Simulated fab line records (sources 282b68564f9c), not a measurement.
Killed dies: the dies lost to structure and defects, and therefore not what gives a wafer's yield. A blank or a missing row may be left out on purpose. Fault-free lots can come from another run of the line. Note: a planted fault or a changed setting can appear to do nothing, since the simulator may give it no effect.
fab line records ; flow ritCmos
record lots=6; wafers=18; lastDay=7
route steps=202 shown ACTIVE@1 FOX1@20 FOX2@23 M1@202
lots with no fault: from the same line, run without faults
startH: the number of hours between the record's first day and the start of the first shown wafer of the lot ; waitH: hours elapsed since this lot's preceding step ; " repeats the value in the row above ; L1.1+2: several wafers, shown together as one row ; - value missing, or start not given ; * or withheld: withheld ; < > ~ a bound
route shown NAME@n: a module of which the file shows steps, and the number in the route of the first ; usual: mean/standard deviation taken from wafers without a fault ; same: alike in all rows ; chamber/n: place in a boat ; sites: readings site by site ; _std_site: the values' standard deviation ; _edge_site: the outer-site mean with the inner-site mean subtracted ; radiusMm: how far each site lies from the wafer's centre ; mask NAME#n: copy n ; behind: the last tool/chamber to shape the wafer ; hold: the reason the lot was held/the length of the hold in hours/how it ended ; device: transistor that didn't switch, given as n, p or np ; end of line: the tests these same wafers got at the end of their route ; a step with no rows: only its recipe ; killed: dies lost to structure and defects at the first sort, not the wafer's yield ; map: a wafer's dies, x killed, . not, _ none there
set.NAME: the setting the step ran with; set.NAME@STEP: the setting that earlier step ran with ; model.NAME: the simulator's own value behind a step, which no gauge read
certain route steps with their lots: each step a table, each wafer a row
services: from which hour (startH, from the record's first day; less than 0 if before it) a tool's chamber was out of use, for how many hours, and why
## steps
# step RIT_ACTIVE_BOW_MEAS_00
# recipe mode=bow
# usual INCOMING_BOW=1/6.3
lot.wafer;tool;chamber;startH;waitH;INCOMING_BOW[um]
L669.1;filmMetro-03;-;15.00;-;10
L669.4;filmMetro-03;-;15.00;-;-3
L669.6;filmMetro-03;-;15.00;-;-6
L674.2;filmMetro-02;-;40.02;-;2
L674.4;filmMetro-02;-;40.02;-;-1
L674.6;filmMetro-02;-;40.02;-;-13
L675.3;filmMetro-01;-;45.04;-;-1
L675.4;filmMetro-01;-;45.04;-;6
L675.5;filmMetro-01;-;45.04;-;1
L683.2;filmMetro-03;-;85.02;-;11
L683.3;filmMetro-03;-;85.02;-;5
L683.4;filmMetro-03;-;85.02;-;12
L684.1;filmMetro-03;-;90.00;-;-5
L684.4;filmMetro-03;-;90.00;-;2
L684.5;filmMetro-03;-;90.00;-;14
L690.2;filmMetro-02;-;120.02;-;-1
L690.5;filmMetro-02;-;120.02;-;-2
L690.6;filmMetro-02;-;120.02;-;-4
# step RIT_ACTIVE_OXIDATION_01
# recipe tempC=1000; ambient=O2; targetThkA=468; oxTimeS=3360
# step RIT_ACTIVE_THK_MEAS_02
# recipe reads=SiO2_of_ACTIVE_OXIDATION_01
# usual ACTIVE_OXIDE_THK=46.9/0.75
lot.wafer;tool;chamber;startH;waitH;ACTIVE_OXIDE_THK[nm]
L669.1;filmMetro-03;-;17.05;0.0;46.4
L669.4;filmMetro-03;-;17.05;0.0;47.1
L669.6;filmMetro-03;-;17.05;0.0;46.8
L674.2;filmMetro-03;-;42.37;0.0;47.0
L674.4;filmMetro-03;-;42.37;0.0;47.3
L674.6;filmMetro-03;-;42.37;0.0;47.0
L675.3;filmMetro-03;-;47.77;0.0;47.1
L675.4;filmMetro-03;-;47.77;0.0;46.8
L675.5;filmMetro-03;-;47.77;0.0;47.6
L683.2;filmMetro-03;-;87.06;0.0;47.1
L683.3;filmMetro-03;-;87.06;0.0;46.8
L683.4;filmMetro-03;-;87.06;0.0;46.9
L684.1;filmMetro-03;-;92.05;0.0;46.6
L684.4;filmMetro-03;-;92.05;0.0;46.7
L684.5;filmMetro-03;-;92.05;0.0;46.8
L690.2;filmMetro-03;-;122.06;0.0;45.1
L690.5;filmMetro-03;-;122.06;0.0;45.0
L690.6;filmMetro-03;-;122.06;0.0;45.8
# step RIT_ACTIVE_CVD_03
# recipe material=Si3N4; targetThkNm=150; tempC=810; precursor=SiH2Cl2/NH3; timeS=1500; pressureMtorr=300; sih2cl2FlowSccm=60; nh3FlowSccm=150
# usual spikeTcSourceC=832.9/1.5; zonePowerSourcePct=21.9/1.9
lot.wafer;tool;chamber;startH;waitH;spikeTcSourceC;zonePowerSourcePct;model.Si3N4_of_ACTIVE_CVD_03.thkNm
L669.1;lpcvd-02;0;17.11;0.1;832.4;21.6;151.5
L669.4;lpcvd-02;0;17.11;0.1;832.3;21.4;150.6
L669.6;lpcvd-02;0;17.11;0.1;832.2;21.0;150.8
L674.2;lpcvd-01;1;42.42;0.0;830.8;18.1;125.4
L674.4;lpcvd-01;1;42.42;0.0;830.5;18.0;125.7
L674.6;lpcvd-01;1;42.42;0.0;832.1;18.2;126.4
L675.3;lpcvd-01;0;48.30;0.5;831.5;22.8;125.1
L675.4;lpcvd-01;0;48.30;0.5;830.7;23.0;124.8
L675.5;lpcvd-01;0;48.30;0.5;832.0;23.1;125.7
L683.2;lpcvd-02;1;87.11;0.0;833.7;23.2;151.2
L683.3;lpcvd-02;1;87.11;0.0;834.3;23.1;150.9
L683.4;lpcvd-02;1;87.11;0.0;835.3;23.6;151.5
L684.1;lpcvd-02;0;92.11;0.1;833.2;21.7;149.4
L684.4;lpcvd-02;0;92.11;0.1;832.3;21.6;150.3
L684.5;lpcvd-02;0;92.11;0.1;832.1;21.6;149.6
L690.2;lpcvd-01;0;122.11;0.0;830.8;22.5;151.9
L690.5;lpcvd-01;0;122.11;0.0;832.6;22.7;151.2
L690.6;lpcvd-01;0;122.11;0.0;831.2;22.9;150.8
# step RIT_ACTIVE_THK_MEAS_04
# recipe reads=Si3N4_of_ACTIVE_CVD_03
# usual ACTIVE_NITRIDE_THK=150.6/1.6
lot.wafer;tool;chamber;startH;waitH;ACTIVE_NITRIDE_THK[nm]
L669.1;filmMetro-03;-;18.53;0.0;151.4
L669.4;filmMetro-03;-;18.53;0.0;150.5
L669.6;filmMetro-03;-;18.53;0.0;150.8
L674.2;filmMetro-01;-;43.85;0.0;125.3
L674.4;filmMetro-01;-;43.85;0.0;125.8
L674.6;filmMetro-01;-;43.85;0.0;126.4
L675.3;filmMetro-02;-;49.74;0.0;125.2
L675.4;filmMetro-02;-;49.74;0.0;124.9
L675.5;filmMetro-02;-;49.74;0.0;125.7
L683.2;filmMetro-03;-;88.54;0.0;151.3
L683.3;filmMetro-03;-;88.54;0.0;150.8
L683.4;filmMetro-03;-;88.54;0.0;151.5
L684.1;filmMetro-03;-;93.53;0.0;149.4
L684.4;filmMetro-03;-;93.53;0.0;150.3
L684.5;filmMetro-03;-;93.53;0.0;149.5
L690.2;filmMetro-02;-;123.54;0.0;151.9
L690.5;filmMetro-02;-;123.54;0.0;151.1
L690.6;filmMetro-02;-;123.54;0.0;150.9
# step RIT_ACTIVE_HMDS_05
# recipe primeTimeS=60; primeTempC=140
# step RIT_ACTIVE_COAT_06
# recipe resist=NOVOLAK; spinRpm=3250; resistThkNm=1000
# step RIT_ACTIVE_SOFTBAKE_07
# recipe resist=NOVOLAK; tempC=90; timeS=60
# step RIT_ACTIVE_EXPOSE_08
# recipe maskId=M1; na=0.6; sourceShape=conventional; sigmaOuter=0.6; targetCdNm=1400; doseMj=225
# step RIT_ACTIVE_PEB_09
# recipe resist=NOVOLAK; tempC=withheld; timeS=withheld
# step RIT_ACTIVE_DEVELOP_10
# recipe resist=NOVOLAK; developTimeS=51.44; devTempC=23
# step RIT_ACTIVE_CD_MEAS_11
# recipe targetCdNm=1400
# usual cdNm=1400.1/2.5
lot.wafer;tool;chamber;startH;waitH;cdNm
L669.1;cdSem-01;-;19.56;-;1401.3
L669.4;cdSem-01;-;19.56;-;1402.6
L669.6;cdSem-01;-;19.56;-;1401.5
L674.2;cdSem-01;-;44.81;-;1401.8
L674.4;cdSem-01;-;44.81;-;1400.1
L674.6;cdSem-01;-;44.81;-;1399.3
L675.3;cdSem-01;-;50.79;-;1396.7
L675.4;cdSem-01;-;50.79;-;1398.2
L675.5;cdSem-01;-;50.79;-;1399.5
L683.2;cdSem-01;-;89.46;-;1405.1
L683.3;cdSem-01;-;89.46;-;1403.4
L683.4;cdSem-01;-;89.46;-;1405.3
L684.1;cdSem-02;-;94.79;-;1403.6
L684.4;cdSem-02;-;94.79;-;1402.3
L684.5;cdSem-02;-;94.79;-;1404.2
L690.2;cdSem-01;-;124.46;-;1400.2
L690.5;cdSem-01;-;124.46;-;1403.3
L690.6;cdSem-01;-;124.46;-;1398.7
# step RIT_ACTIVE_HARDBAKE_12
# recipe resist=NOVOLAK; tempC=140; timeS=60
# step RIT_ACTIVE_ETCH_13
# recipe stopOn=SiO2; chemistry=SF6; target=Si3N4; timeS=210; overEtchFrac=0.4; SF6_flow_sccm=200; pressureMtorr=260; rfW=125; targetDepthA=2100
# usual drypumpMotorCurrentA=5.8/0.38; oesProductAu=0.826/0.014; throttleValvePct=7.51/0.11
lot.wafer;tool;chamber;startH;waitH;drypumpMotorCurrentA;oesProductAu;rfHoursCounterH;throttleValvePct;model.ACTIVE.featureDepthNm;model.etch.depthNm
L669.1;rieDiel-04;3;19.83;0.1;6.4;0.848;57;7.50;152.8;151.5
L669.4;rieDiel-04;1;19.83;0.1;6.1;0.818;100;7.62;150.6;150.6
L669.6;rieDiel-04;3;19.83;0.1;6.3;0.831;-;7.49;152.1;150.8
L674.2;rieDiel-02;0;45.06;0.1;6.2;0.751;115;7.60;125.7;125.4
L674.4;rieDiel-02;1;45.06;0.1;5.4;0.749;80;7.62;126.9;125.7
L674.6;rieDiel-02;1;45.06;0.1;5.4;0.758;-;7.61;127.5;126.4
L675.3;rieDiel-04;3;51.02;0.1;6.4;0.769;58;7.48;126.5;125.1
L675.4;rieDiel-04;1;51.02;0.1;6.0;0.749;101;7.61;124.8;124.8
L675.5;rieDiel-04;0;51.02;0.1;5.8;0.752;-;7.50;125.9;125.7
L683.2;rieDiel-01;2;89.71;0.1;6.7;0.813;29;7.40;151.2;151.2
L683.3;rieDiel-01;0;89.71;0.1;5.5;0.838;140;7.71;151;150.9
L683.4;rieDiel-01;1;89.71;0.1;5.2;0.825;82;7.59;151.5;151.5
L684.1;rieDiel-01;1;95.06;0.1;5.1;0.831;83;7.61;149.4;149.4
L684.4;rieDiel-01;2;95.06;0.1;6.7;0.807;30;7.41;150.3;150.3
L684.5;rieDiel-01;3;95.06;0.1;5.8;0.836;-;7.58;150.2;149.6
L690.2;rieDiel-04;1;124.71;0.1;6.0;0.822;102;7.62;151.9;151.9
L690.5;rieDiel-04;2;124.71;0.1;5.8;0.798;-;7.46;151.5;151.2
L690.6;rieDiel-04;3;124.71;0.1;6.4;0.838;-;7.49;152.1;150.8
# step RIT_ACTIVE_STRIP_14
# recipe chemistry=O2; timeS=180; resist=NOVOLAK; platenTempC=withheld; powerW=500; pressureMtorr=4000; o2FlowSccm=4000
# usual drypumpMotorCurrentA=5.72/0.29
lot.wafer;tool;chamber;startH;waitH;drypumpMotorCurrentA;rfHoursCounterH
L669.1;plasmaAsher-04;0;19.97;0.1;5.75;40
L669.4;plasmaAsher-04;1;19.97;0.1;5.80;-
L669.6;plasmaAsher-04;0;19.97;0.1;5.72;-
L674.2;plasmaAsher-01;0;45.20;0.1;5.43;39
L674.4;plasmaAsher-01;1;45.20;0.1;6.11;-
L674.6;plasmaAsher-01;1;45.20;0.1;6.12;-
L675.3;plasmaAsher-02;0;51.21;0.1;6.02;-
L675.4;plasmaAsher-02;1;51.21;0.1;5.33;-
L675.5;plasmaAsher-02;0;51.21;0.1;6.02;-
L683.2;plasmaAsher-02;1;89.84;0.1;5.32;29
L683.3;plasmaAsher-02;0;89.84;0.1;6.00;-
L683.4;plasmaAsher-02;1;89.84;0.1;5.34;-
L684.1;plasmaAsher-02;1;95.19;0.1;5.33;30
L684.4;plasmaAsher-02;0;95.19;0.1;6.01;-
L684.5;plasmaAsher-02;1;95.19;0.1;5.33;-
L690.2;plasmaAsher-04;1;124.85;0.1;5.81;1
L690.5;plasmaAsher-04;1;124.85;0.1;5.81;-
L690.6;plasmaAsher-04;0;124.85;0.1;5.74;-
# step RIT_ACTIVE_CD_MEAS_90
# recipe targetCdNm=1400
# usual cdNm=1400.1/2.5
lot.wafer;tool;chamber;startH;waitH;cdNm
L669.1;cdSem-01;-;20.14;0.1;1401.3
L669.4;cdSem-01;-;20.14;0.1;1402.4
L669.6;cdSem-01;-;20.14;0.1;1401.6
L674.2;cdSem-02;-;45.39;0.1;1402.0
L674.4;cdSem-02;-;45.39;0.1;1400.0
L674.6;cdSem-02;-;45.39;0.1;1399.3
L675.3;cdSem-02;-;51.37;0.1;1396.8
L675.4;cdSem-02;-;51.37;0.1;1398.4
L675.5;cdSem-02;-;51.37;0.1;1398.8
L683.2;cdSem-01;-;90.04;0.1;1404.9
L683.3;cdSem-01;-;90.04;0.1;1403.2
L683.4;cdSem-01;-;90.04;0.1;1405.5
L684.1;cdSem-02;-;95.37;0.1;1403.5
L684.4;cdSem-02;-;95.37;0.1;1402.3
L684.5;cdSem-02;-;95.37;0.1;1404.0
L690.2;cdSem-01;-;125.04;0.1;1400.6
L690.5;cdSem-01;-;125.04;0.1;1403.5
L690.6;cdSem-01;-;125.04;0.1;1399.0
# step RIT_ACTIVE_CLEAN_15
# recipe chemistry=SC1; mix=3:3:50; timeS=600; tempC=75
# step RIT_ACTIVE_CLEAN_16
# recipe chemistry=dHF; dilution=50:1; timeS=30
# step RIT_ACTIVE_CLEAN_17
# recipe chemistry=SC2; mix=3:3:50; timeS=600; tempC=75; dry=n2Spin
# step RIT_FOX1_OXIDATION_00
# recipe tempC=1100; ambient=H2O; targetThkA=3507; pH2oTorr=720; oxTimeS=1130
# step RIT_FOX1_THK_MEAS_01
# recipe reads=SiO2_of_FOX1_OXIDATION_00
# usual FOX1_OXIDE_THK=352/7.2
lot.wafer;tool;chamber;startH;waitH;FOX1_OXIDE_THK[nm]
L669.1;filmMetro-01;-;23.04;0.0;345
L669.4;filmMetro-01;-;23.04;0.0;349
L669.6;filmMetro-01;-;23.04;0.0;341
L674.2;filmMetro-04;-;47.95;0.0;350
L674.4;filmMetro-04;-;47.95;0.0;356
L674.6;filmMetro-04;-;47.95;0.0;352
L675.3;filmMetro-04;-;53.63;0.0;361
L675.4;filmMetro-04;-;53.63;0.0;361
L675.5;filmMetro-04;-;53.63;0.0;359
L683.2;filmMetro-02;-;91.83;0.0;360
L683.3;filmMetro-02;-;91.83;0.0;364
L683.4;filmMetro-02;-;91.83;0.0;360
L684.1;filmMetro-04;-;97.55;0.0;361
L684.4;filmMetro-04;-;97.55;0.0;360
L684.5;filmMetro-04;-;97.55;0.0;359
L690.2;filmMetro-01;-;126.83;0.0;350
L690.5;filmMetro-01;-;126.83;0.0;351
L690.6;filmMetro-01;-;126.83;0.0;357
# step RIT_FOX1_WET_ETCH_02
# recipe chemistry=BOE; targetDepthNm=350; timeS=390; tempC=21.5; dry=n2Spin; dilution=10:1; target=SiO2
# step RIT_FOX2_OXIDATION_00
# recipe tempC=1100; ambient=H2O; targetThkA=3507; pH2oTorr=720; oxTimeS=1130
# step RIT_FOX2_THK_MEAS_01
# recipe reads=SiO2_of_FOX2_OXIDATION_00
# usual FOX2_OXIDE_THK=350/6.8
lot.wafer;tool;chamber;startH;waitH;FOX2_OXIDE_THK[nm]
L669.1;filmMetro-04;-;24.61;0.0;339
L669.4;filmMetro-04;-;24.61;0.0;337
L669.6;filmMetro-04;-;24.61;0.0;336
L674.2;filmMetro-04;-;49.77;0.0;345
L674.4;filmMetro-04;-;49.77;0.0;345
L674.6;filmMetro-04;-;49.77;0.0;344
L675.3;filmMetro-04;-;55.25;0.0;357
L675.4;filmMetro-04;-;55.25;0.0;349
L675.5;filmMetro-04;-;55.25;0.0;356
L683.2;filmMetro-01;-;93.32;0.0;349
L683.3;filmMetro-01;-;93.32;0.0;344
L683.4;filmMetro-01;-;93.32;0.0;353
L684.1;filmMetro-01;-;99.87;0.0;353
L684.4;filmMetro-01;-;99.87;0.0;352
L684.5;filmMetro-01;-;99.87;0.0;347
L690.2;filmMetro-03;-;129.54;0.0;349
L690.5;filmMetro-03;-;129.54;0.0;349
L690.6;filmMetro-03;-;129.54;0.0;348
# step RIT_FOX2_CLEAN_02
# recipe chemistry=dHF; dilution=50:1; timeS=171.4
lot.wafer;tool;chamber;startH;waitH;model.Si3N4_of_ACTIVE_CVD_03.thkNm
L669.1;wetBench-01;0;24.67;0.1;132.2
L669.4;wetBench-01;0;24.67;0.1;131.4
L669.6;wetBench-01;0;24.67;0.1;131.6
L674.2;wetBench-03;3;49.82;0.0;106.2
L674.4;wetBench-03;3;49.82;0.0;106.6
L674.6;wetBench-03;3;49.82;0.0;107.3
L675.3;wetBench-03;2;55.29;0.0;106
L675.4;wetBench-03;2;55.29;0.0;105.7
L675.5;wetBench-03;2;55.29;0.0;106.5
L683.2;wetBench-01;0;93.37;0.0;131.9
L683.3;wetBench-01;0;93.37;0.0;131.6
L683.4;wetBench-01;0;93.37;0.0;132.2
L684.1;wetBench-03;3;99.93;0.1;130.3
L684.4;wetBench-03;3;99.93;0.1;131.1
L684.5;wetBench-03;3;99.93;0.1;130.4
L690.2;wetBench-02;0;129.59;0.0;132.7
L690.5;wetBench-02;0;129.59;0.0;132
L690.6;wetBench-02;0;129.59;0.0;131.6
# step RIT_FOX2_WET_ETCH_03
# recipe chemistry=H3PO4; target=Si3N4; targetDepthNm=195; tempC=165; timeS=2700
# step RIT_M1_PROBE_99
# usual killedAtContacts=0.1/0.32; killedAtFrontEnd=6.7/2.9; killedDies=6.8/2.9; killedOnRim=1.8/1.4; killedOpen=3.3/1.7; killedShort=3.4/2.1
# same grossDies=264; killed_at_M0_to_M3=0; killed_at_M4_up=0; killedAtBackSide=0; killedAtOther=0
lot.wafer;tool;chamber;startH;waitH;killedAtContacts;killedAtFrontEnd;killedDies;killedOnRim;killedOpen;killedShort;model.etest.pldd.widthNm;model.etest.nldd.widthNm;model.etest.nplusSal.widthNm;model.etest.pplusSal.widthNm
L669.1;prober-01;-;68.67;0.1;0;6;6;3;3;3;3197;3189;3482;3462
L669.4;prober-01;-;68.82;0.2;0;7;7;1;4;3;3194;3181;3467;3485
L669.6;prober-01;-;68.92;0.2;0;7;7;1;4;3;3199;3219;3495;3483
L674.2;prober-02;-;87.58;0.1;0;9;9;4;4;5;3146;3140;3415;3422
L674.4;prober-02;-;87.68;0.2;0;6;6;2;4;2;3142;3122;3433;3412
L674.6;prober-02;-;87.78;0.2;0;7;7;0;4;3;3142;3155;3426;3441
L675.3;prober-01;-;97.03;0.2;0;8;8;1;5;3;3122;3115;3405;3410
L675.4;prober-01;-;97.08;0.2;0;10;10;2;5;5;3137;3130;3433;3420
L675.5;prober-01;-;97.13;0.2;0;3;3;0;2;1;3111;3127;3410;3401
L683.2;prober-01;-;131.45;0.1;0;3;3;0;0;3;3184;3179;3452;3445
L683.3;prober-01;-;131.50;0.2;0;7;7;3;4;3;3188;3162;3432;3436
L683.4;prober-01;-;131.55;0.2;0;7;7;1;4;3;3165;3190;3442;3441
L684.1;prober-02;-;140.20;0.1;0;1;1;1;1;0;3170;3173;3432;3432
L684.4;prober-02;-;140.35;0.2;1;2;3;0;2;1;3179;3176;3438;3453
L684.5;prober-02;-;140.40;0.2;0;2;2;0;0;2;3159;3184;3448;3420
L690.2;prober-02;-;169.48;0.1;0;5;5;2;3;2;3209;3205;3460;3466
L690.5;prober-02;-;169.63;0.2;0;5;5;1;4;1;3198;3193;3458;3439
L690.6;prober-02;-;169.68;0.2;0;5;5;0;2;3;3185;3179;3457;3428
# killed by level:class
L669.1 REOX:geometricParticle:open=2 SPACER:geometricParticle:short=2 GATE:geometricParticle:open=1 GATE:geometricParticle:short=1
L669.4 GATE:geometricParticle:open=3 GATE:geometricParticle:short=2 FOX1:geometricParticle:open=1 SPACER:geometricParticle:short=1
L669.6 SPACER:geometricParticle:short=2 FOX1:geometricParticle:open=1 GATE:geometricParticle:open=1 REOX:geometricParticle:open=1 SPACER:geometricParticle:open=1 SILICIDE:geometricParticle:short=1
L674.2 GATE:geometricParticle:short=5 GATE:geometricParticle:open=2 SILICIDE:geometricParticle:open=2
L674.4 GATE:geometricParticle:open=3 FOX1:geometricParticle:short=1 GATE:geometricParticle:short=1 SILICIDE:geometricParticle:open=1
L674.6 SPACER:geometricParticle:open=2 FOX2:geometricParticle:open=1 GATE:geometricParticle:open=1 GATE:geometricParticle:short=1 SPACER:geometricParticle:short=1 SILICIDE:geometricParticle:short=1
L675.3 FOX1:geometricParticle:short=2 FOX1:geometricParticle:open=2 SILICIDE:geometricParticle:open=2 GATE:geometricParticle:open=1 SILICIDE:geometricParticle:short=1
L675.4 GATE:geometricParticle:open=2 REOX:geometricParticle:short=2 FOX1:geometricParticle:open=1 GATE:geometricParticle:short=1 REOX:geometricParticle:open=1 SPACER:geometricParticle:open=1 SPACER:geometricParticle:short=1 SILICIDE:geometricParticle:short=1
L675.5 FOX1:geometricParticle:open=1 SILICIDE:geometricParticle:open=1 SILICIDE:geometricParticle:short=1
L683.2 GATE:geometricParticle:short=2 FOX2:geometricParticle:short=1
L683.3 GATE:geometricParticle:short=2 FOX2:geometricParticle:open=1 GATE:geometricParticle:open=1 REOX:geometricParticle:open=1 SILICIDE:geometricParticle:short=1 SILICIDE:geometricParticle:open=1
L683.4 GATE:geometricParticle:open=2 GATE:geometricParticle:short=1 REOX:geometricParticle:short=1 SPACER:geometricParticle:open=1 SPACER:geometricParticle:short=1 SILICIDE:geometricParticle:open=1
L684.1 GATE:geometricParticle:open=1
L684.4 GATE:geometricParticle:short=1 GATE:geometricParticle:open=1 CONTACT:geometricParticle:open=1
L684.5 FOX2:geometricParticle:short=1 SILICIDE:geometricParticle:short=1
L690.2 SILICIDE:geometricParticle:open=2 FOX1:geometricParticle:open=1 GATE:geometricParticle:short=1 REOX:geometricParticle:short=1
L690.5 FOX2:geometricParticle:open=2 GATE:geometricParticle:short=1 SPACER:geometricParticle:open=1 SILICIDE:geometricParticle:open=1
L690.6 FOX1:geometricParticle:short=1 GATE:geometricParticle:short=1 SPACER:geometricParticle:short=1 SPACER:geometricParticle:open=1 SILICIDE:geometricParticle:open=1
## services
tool;chamber;startH;hours;kind
plasmaAsher-04;-;2.82;2.0;repair
plasmaAsher-02;-;33.23;0.7;repair
rieDiel-02;0;33.71;3.5;repair
rieDiel-04;-;38.04;3.3;repair
rieDiel-04;0;38.49;7.7;repair
rieDiel-01;1;38.91;4.2;repair
rieDiel-04;-;61.42;0.1;repair
plasmaAsher-01;-;74.94;15.6;pm
plasmaAsher-01;-;106.05;2.8;repair
rieDiel-02;3;106.31;6.2;repair
rieDiel-04;-;107.91;2.8;pm
plasmaAsher-04;-;108.81;9.0;pm
plasmaAsher-04;0;108.81;9.0;ventCycle
plasmaAsher-04;1;108.81;9.0;ventCycle
rieDiel-02;3;112.75;-;clean
rieDiel-02;3;112.75;23.8;scheduledDown
rieDiel-02;3;112.75;23.8;ventCycle
wetBench-01;-;113.48;4.4;repair
plasmaAsher-02;-;116.39;3.3;repair
plasmaAsher-04;0;117.81;-;clean
plasmaAsher-04;1;117.81;-;clean
## key
firstSign step=RIT_ACTIVE_THK_MEAS_04; reading=ACTIVE_NITRIDE_THK; direction=down; sigmas=15; usual=150.6; struck=125.5
effect step=RIT_ACTIVE_ETCH_13; reading=oesProductAu; direction=down; sigmas=5.2; usual=0.826; struck=0.755
modelEffect step=RIT_ACTIVE_CVD_03; value=Si3N4_of_ACTIVE_CVD_03.thkNm; without=152.6; struck=125.5
modelEffect step=RIT_ACTIVE_ETCH_13; value=ACTIVE.featureDepthNm; without=153.2; struck=126.2
modelEffect step=RIT_FOX2_CLEAN_02; value=Si3N4_of_ACTIVE_CVD_03.thkNm; without=133.4; struck=106.4
modelEffect step=RIT_M1_PROBE_99; value=etest.pldd.widthNm; without=3170; struck=3133
metAt RIT_ACTIVE_CVD_03
struckWafers L674.2,L674.4,L674.6,L675.3,L675.4,L675.5
testerLeftOut L674,L675
fault kind=processParameterDrift; tool=lpcvd-01; chamber=-; onsetH=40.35; steps=RIT_ACTIVE_CVD_03; channel=targetThkNm; offset=-27.033; shape=step; endH=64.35; actsIn=theseRecipesOnly; stated=150
# testerLeftOut: of these lots the tester's yield and bins aren't shown, on N5 and GAA mostly nor the transistor test; their killed dies are dies lost to structure and defects alone, not to doping, threshold or leakage, so they don't give the yield
